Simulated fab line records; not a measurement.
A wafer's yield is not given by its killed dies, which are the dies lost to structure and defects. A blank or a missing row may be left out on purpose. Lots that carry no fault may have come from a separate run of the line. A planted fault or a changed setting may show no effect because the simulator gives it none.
2 desks, one fault    flow berkeley_cmos170    what lay behind the numbers comes last; until then each desk has only its own

== AT THE METROLOGY DESK ==
What the gauges read, lot by lot, whatever tool the lot ran on: means of the sampled wafers that have a number. If a lot's mean is further than 4 standard deviations from the usual mean, the lot is out of limits and carries the mark OUT (the distance appears in the brackets).
Columns: A = V1_POLISHED_THK at UCB170_V1_THK_MEAS_04, usual 999.7 nm; B = M2_AL_THK at UCB170_M2_THK_MEAS_03, usual 901 nm; C = M3_OVL at UCB170_M3_OVL_MEAS_16, usual 1 nm
lot   first seen here  A       B    C
L512  day 7 22:54      999.6   886  2
L510  day 8 00:14      999.0   897  5
L511  day 8 04:29      999.3   911  0
L513  day 8 10:01      1000.1  895  2
L515  day 9 00:02      999.9   886  0
L514  day 9 01:23      1001.7  910  2
L518  day 9 14:11      999.3   908  -5
L519  day 9 16:50      1001.2  892  -1
L517  day 9 16:51      999.5   895  6
L520  day 10 22:53     999.2   910  -8
L526  day 12 02:39     999.7   908  5
L527  day 12 04:03     999.7   895  -4
Result from this desk: across the 12 lots, nothing is out of limits.

== AT THE TOOL OWNER'S DESK: wet_bench-04 ==
The tool's own readings at UCB170_CONTACT_CLEAN_07 (cleans in SPM, time 600 s): means of the sampled wafers that have a number, for each lot that ran on this tool. If a lot's mean is further than 4 standard deviations from the usual mean, the lot is out of limits and carries the mark OUT (the distance appears in the brackets).
Columns: A = bath_guard_temp_C at UCB170_CONTACT_CLEAN_07, usual 120.0 C; B = bath_heat_duty_pct at UCB170_CONTACT_CLEAN_07, usual 12.7 %
lot   first seen here  A      B
L512  day 7 16:04      120.7  13.1
L510  day 7 16:16      119.8  13.2
L511  day 7 17:51      120.1  15.4
L513  day 8 03:41      119.3  9.4
L515  day 8 18:25      119.2  9.9
L514  day 8 18:37      120.8  12.8
L518  day 9 08:31      120.1  15.5
L517  day 9 10:11      119.9  15.3
L519  day 9 10:11      119.9  13.3
L520  day 10 17:07     119.7  13.6
L526  day 11 19:58     119.3  9.5
L527  day 11 20:34     120.9  12.9
Result from this desk: across the 12 lots, nothing is out of limits.

== ALL TOGETHER ==
From the metrology desk's view, nothing was out of limits.
The tool owner's desk saw nothing out of limits.

== WHAT THE SIMULATOR HAD INSERTED ==
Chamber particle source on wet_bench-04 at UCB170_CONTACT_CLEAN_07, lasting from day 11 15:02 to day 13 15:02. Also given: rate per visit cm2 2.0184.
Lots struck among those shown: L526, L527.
